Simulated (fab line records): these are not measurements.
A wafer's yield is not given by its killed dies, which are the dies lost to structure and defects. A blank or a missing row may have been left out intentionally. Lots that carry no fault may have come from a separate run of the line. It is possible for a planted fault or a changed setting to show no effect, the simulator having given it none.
fab line records / flow rit_cmos
record: lots: 14 wafers: 42 last_day: 7
route steps=202 shown CONTACT@175
lots untouched by any fault: they come from a run of this same line in which no faults occurred
start_h: start of the lot's first displayed wafer, in hours after the record's first day / wait_h: hours elapsed since this lot's preceding step / " repeats the value in the row above / L1.1+2: a single row standing in for several wafers / - no value present, or no start provided / * or withheld: withheld / < > ~ a bound
route shown NAME@n: NAME is a module with steps in the file, n the number in the route of the first one / usual: mean and standard deviation over wafers with no fault / same: alike in all rows / chamber/n: place in a boat / sites: the reading at each site / _std_site: the values' standard deviation / _edge_site: mean of outer sites minus mean of inner sites / radius_mm: for every site, how far away it sits from the centre of the wafer / mask NAME#n: copy n / behind: the most recent tool/chamber to have shaped the wafer / hold: the reason the lot was held/the length of the hold in hours/how it ended / device: whichever transistor did not switch (one of n, p or np) / end of line: the route-end tests of the same wafers / step lacking rows: just its recipe / killed: the dies lost at the first sort to structure and to defects; this is not the yield of the wafer / map: the dies of a wafer, with x for killed, . for not killed, _ for no die there
set.NAME: the setting the step ran with; set.NAME@STEP: the setting that earlier step ran with / model.NAME: the simulator's own value behind a step, which no gauge read
the route's steps for a sample of lots (tables are steps, rows are wafers)
== steps ==
step: RIT_CONTACT_DEVELOP_07
recipe: resist: NOVOLAK develop_time_s: 120 dev_temp_c: 23
usual: chill_plate_temp_C: 23.00/0.098 developer_temp_C: 23.00/0.1
lot.wafer=L700.2 tool=litho_track-03 chamber=0 start_h=54 wait_h=- chill_plate_temp_C=22.94 developer_temp_C=22.96
lot.wafer=L700.3 tool=litho_track-03 chamber=0 start_h=54 wait_h=- chill_plate_temp_C=23.15 developer_temp_C=22.92
lot.wafer=L700.5 tool=litho_track-03 chamber=0 start_h=54 wait_h=- chill_plate_temp_C=22.87 developer_temp_C=22.97
lot.wafer=L701.4 tool=litho_track-03 chamber=0 start_h=60 wait_h=- chill_plate_temp_C=23.00 developer_temp_C=23.09
lot.wafer=L701.5 tool=litho_track-03 chamber=0 start_h=61 wait_h=- chill_plate_temp_C=22.87 developer_temp_C=22.89
lot.wafer=L701.6 tool=litho_track-03 chamber=0 start_h=61 wait_h=- chill_plate_temp_C=23.13 developer_temp_C=23.00
lot.wafer=L702.2 tool=litho_track-03 chamber=0 start_h=66 wait_h=- chill_plate_temp_C=23.15 developer_temp_C=22.92
lot.wafer=L702.5 tool=litho_track-03 chamber=0 start_h=67 wait_h=- chill_plate_temp_C=23.00 developer_temp_C=22.99
lot.wafer=L702.6 tool=litho_track-03 chamber=0 start_h=67 wait_h=- chill_plate_temp_C=22.99 developer_temp_C=23.09
lot.wafer=L703.1 tool=litho_track-01 chamber=0 start_h=67 wait_h=- chill_plate_temp_C=22.95 developer_temp_C=22.97
lot.wafer=L703.4 tool=litho_track-01 chamber=0 start_h=67 wait_h=- chill_plate_temp_C=22.95 developer_temp_C=23.13
lot.wafer=L703.5 tool=litho_track-01 chamber=0 start_h=67 wait_h=- chill_plate_temp_C=22.82 developer_temp_C=23.05
lot.wafer=L704.1 tool=litho_track-01 chamber=0 start_h=80 wait_h=- chill_plate_temp_C=22.78 developer_temp_C=22.99
lot.wafer=L704.2 tool=litho_track-01 chamber=0 start_h=80 wait_h=- chill_plate_temp_C=22.90 developer_temp_C=22.90
lot.wafer=L704.5 tool=litho_track-01 chamber=0 start_h=80 wait_h=- chill_plate_temp_C=22.93 developer_temp_C=22.90
lot.wafer=L705.3 tool=litho_track-01 chamber=0 start_h=81 wait_h=- chill_plate_temp_C=23.18 developer_temp_C=23.22
lot.wafer=L705.5 tool=litho_track-01 chamber=0 start_h=81 wait_h=- chill_plate_temp_C=23.20 developer_temp_C=23.06
lot.wafer=L705.6 tool=litho_track-01 chamber=0 start_h=81 wait_h=- chill_plate_temp_C=23.11 developer_temp_C=23.18
lot.wafer=L706.2 tool=litho_track-03 chamber=0 start_h=82 wait_h=- chill_plate_temp_C=22.90 developer_temp_C=23.14
lot.wafer=L706.4 tool=litho_track-03 chamber=0 start_h=83 wait_h=- chill_plate_temp_C=22.98 developer_temp_C=23.05
lot.wafer=L706.6 tool=litho_track-03 chamber=0 start_h=83 wait_h=- chill_plate_temp_C=22.95 developer_temp_C=22.99
lot.wafer=L707.1 tool=litho_track-04 chamber=0 start_h=86 wait_h=- chill_plate_temp_C=22.97 developer_temp_C=23.28
lot.wafer=L707.3 tool=litho_track-04 chamber=0 start_h=86 wait_h=- chill_plate_temp_C=23.13 developer_temp_C=23.00
lot.wafer=L707.6 tool=litho_track-04 chamber=0 start_h=87 wait_h=- chill_plate_temp_C=23.19 developer_temp_C=23.09
lot.wafer=L708.2 tool=litho_track-01 chamber=0 start_h=93 wait_h=- chill_plate_temp_C=22.93 developer_temp_C=22.92
lot.wafer=L708.3 tool=litho_track-01 chamber=0 start_h=93 wait_h=- chill_plate_temp_C=23.01 developer_temp_C=22.96
lot.wafer=L708.4 tool=litho_track-01 chamber=0 start_h=93 wait_h=- chill_plate_temp_C=22.84 developer_temp_C=22.86
lot.wafer=L710.1 tool=litho_track-04 chamber=0 start_h=102 wait_h=- chill_plate_temp_C=23.10 developer_temp_C=22.93
lot.wafer=L710.3 tool=litho_track-04 chamber=0 start_h=102 wait_h=- chill_plate_temp_C=22.98 developer_temp_C=23.02
lot.wafer=L710.4 tool=litho_track-04 chamber=0 start_h=102 wait_h=- chill_plate_temp_C=23.13 developer_temp_C=23.00
lot.wafer=L713.1 tool=litho_track-03 chamber=0 start_h=116 wait_h=- chill_plate_temp_C=22.89 developer_temp_C=22.93
lot.wafer=L713.3 tool=litho_track-03 chamber=0 start_h=116 wait_h=- chill_plate_temp_C=22.98 developer_temp_C=22.74
lot.wafer=L713.6 tool=litho_track-03 chamber=0 start_h=116 wait_h=- chill_plate_temp_C=23.01 developer_temp_C=23.09
lot.wafer=L715.2 tool=litho_track-01 chamber=0 start_h=129 wait_h=- chill_plate_temp_C=22.96 developer_temp_C=25.13
lot.wafer=L715.3 tool=litho_track-01 chamber=0 start_h=129 wait_h=- chill_plate_temp_C=23.01 developer_temp_C=25.24
lot.wafer=L715.4 tool=litho_track-01 chamber=0 start_h=129 wait_h=- chill_plate_temp_C=22.89 developer_temp_C=25.21
lot.wafer=L716.2 tool=litho_track-01 chamber=0 start_h=133 wait_h=- chill_plate_temp_C=23.28 developer_temp_C=25.26
lot.wafer=L716.5 tool=litho_track-01 chamber=0 start_h=133 wait_h=- chill_plate_temp_C=23.04 developer_temp_C=25.15
lot.wafer=L716.6 tool=litho_track-01 chamber=0 start_h=133 wait_h=- chill_plate_temp_C=23.00 developer_temp_C=25.17
lot.wafer=L722.2 tool=litho_track-04 chamber=0 start_h=163 wait_h=- chill_plate_temp_C=23.07 developer_temp_C=22.92
lot.wafer=L722.4 tool=litho_track-04 chamber=0 start_h=163 wait_h=- chill_plate_temp_C=22.84 developer_temp_C=23.03
lot.wafer=L722.5 tool=litho_track-04 chamber=0 start_h=163 wait_h=- chill_plate_temp_C=23.13 developer_temp_C=23.07
step: RIT_CONTACT_CD_MEAS_08
recipe: target_cd_nm: 1000
usual: cd_nm: 999.8/2.2
lot.wafer=L700.2 tool=cd_sem-02 chamber=- start_h=54.89 wait_h=- cd_nm=1001.5
lot.wafer=L700.3 tool=cd_sem-02 chamber=- start_h=54.89 wait_h=- cd_nm=999.8
lot.wafer=L700.5 tool=cd_sem-02 chamber=- start_h=54.89 wait_h=- cd_nm=1001.7
lot.wafer=L701.4 tool=cd_sem-02 chamber=- start_h=61.17 wait_h=- cd_nm=1001.4
lot.wafer=L701.5 tool=cd_sem-02 chamber=- start_h=61.17 wait_h=- cd_nm=1001.6
lot.wafer=L701.6 tool=cd_sem-02 chamber=- start_h=61.17 wait_h=- cd_nm=1001.5
lot.wafer=L702.2 tool=cd_sem-02 chamber=- start_h=67.12 wait_h=- cd_nm=1002.2
lot.wafer=L702.5 tool=cd_sem-02 chamber=- start_h=67.12 wait_h=- cd_nm=998.8
lot.wafer=L702.6 tool=cd_sem-02 chamber=- start_h=67.12 wait_h=- cd_nm=998.4
lot.wafer=L703.1 tool=cd_sem-02 chamber=- start_h=67.69 wait_h=- cd_nm=1000.7
lot.wafer=L703.4 tool=cd_sem-02 chamber=- start_h=67.69 wait_h=- cd_nm=1000.0
lot.wafer=L703.5 tool=cd_sem-02 chamber=- start_h=67.69 wait_h=- cd_nm=1001.3
lot.wafer=L704.1 tool=cd_sem-02 chamber=- start_h=80.78 wait_h=- cd_nm=996.3
lot.wafer=L704.2 tool=cd_sem-02 chamber=- start_h=80.78 wait_h=- cd_nm=994.7
lot.wafer=L704.5 tool=cd_sem-02 chamber=- start_h=80.78 wait_h=- cd_nm=998.1
lot.wafer=L705.3 tool=cd_sem-02 chamber=- start_h=81.27 wait_h=- cd_nm=1001.5
lot.wafer=L705.5 tool=cd_sem-02 chamber=- start_h=81.27 wait_h=- cd_nm=1001.8
lot.wafer=L705.6 tool=cd_sem-02 chamber=- start_h=81.27 wait_h=- cd_nm=998.4
lot.wafer=L706.2 tool=cd_sem-02 chamber=- start_h=83.20 wait_h=- cd_nm=998.2
lot.wafer=L706.4 tool=cd_sem-02 chamber=- start_h=83.20 wait_h=- cd_nm=1001.0
lot.wafer=L706.6 tool=cd_sem-02 chamber=- start_h=83.20 wait_h=- cd_nm=999.3
lot.wafer=L707.1 tool=cd_sem-02 chamber=- start_h=87.13 wait_h=- cd_nm=999.3
lot.wafer=L707.3 tool=cd_sem-02 chamber=- start_h=87.13 wait_h=- cd_nm=998.8
lot.wafer=L707.6 tool=cd_sem-02 chamber=- start_h=87.13 wait_h=- cd_nm=999.3
lot.wafer=L708.2 tool=cd_sem-02 chamber=- start_h=93.74 wait_h=- cd_nm=999.5
lot.wafer=L708.3 tool=cd_sem-02 chamber=- start_h=93.74 wait_h=- cd_nm=998.1
lot.wafer=L708.4 tool=cd_sem-02 chamber=- start_h=93.74 wait_h=- cd_nm=999.6
lot.wafer=L710.1 tool=cd_sem-02 chamber=- start_h=102.97 wait_h=- cd_nm=997.4
lot.wafer=L710.3 tool=cd_sem-02 chamber=- start_h=102.97 wait_h=- cd_nm=1001.5
lot.wafer=L710.4 tool=cd_sem-02 chamber=- start_h=102.97 wait_h=- cd_nm=998.3
lot.wafer=L713.1 tool=cd_sem-02 chamber=- start_h=117.01 wait_h=- cd_nm=1003.1
lot.wafer=L713.3 tool=cd_sem-02 chamber=- start_h=117.01 wait_h=- cd_nm=1001.3
lot.wafer=L713.6 tool=cd_sem-02 chamber=- start_h=117.01 wait_h=- cd_nm=1002.3
lot.wafer=L715.2 tool=cd_sem-02 chamber=- start_h=129.75 wait_h=- cd_nm=985.3
lot.wafer=L715.3 tool=cd_sem-02 chamber=- start_h=129.75 wait_h=- cd_nm=985.3
lot.wafer=L715.4 tool=cd_sem-02 chamber=- start_h=129.75 wait_h=- cd_nm=984.8
lot.wafer=L716.2 tool=cd_sem-01 chamber=- start_h=133.47 wait_h=- cd_nm=989.2
lot.wafer=L716.5 tool=cd_sem-01 chamber=- start_h=133.47 wait_h=- cd_nm=989.0
lot.wafer=L716.6 tool=cd_sem-01 chamber=- start_h=133.47 wait_h=- cd_nm=989.3
lot.wafer=L722.2 tool=cd_sem-01 chamber=- start_h=163.86 wait_h=- cd_nm=999.6
lot.wafer=L722.4 tool=cd_sem-01 chamber=- start_h=163.86 wait_h=- cd_nm=997.6
lot.wafer=L722.5 tool=cd_sem-01 chamber=- start_h=163.86 wait_h=- cd_nm=998.4
== key ==
first_sign: step: RIT_CONTACT_DEVELOP_07 reading: developer_temp_C direction: up sigmas: 22 usual: * struck: *
effect: step: RIT_CONTACT_CD_MEAS_08 reading: cd_nm direction: down sigmas: 5.8 usual: 999.8 struck: 987.2
met_at RIT_CONTACT_DEVELOP_07
struck_lots L715,L716
tester_left_out L715,L716
onset_between 93 129
fault: kind: process_parameter_drift tool: litho_track-01 chamber: - onset_h: 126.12 steps: RIT_CONTACT_DEVELOP_07 channel: dev_temp_c offset: * shape: step end_h: 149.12 acts_in: * stated: *
tester_left_out: of these lots the tester's yield and bins aren't shown, on N5 and GAA mostly nor the transistor test; their killed dies are dies lost to structure and defects alone, not to doping, threshold or leakage, so they don't give the yield
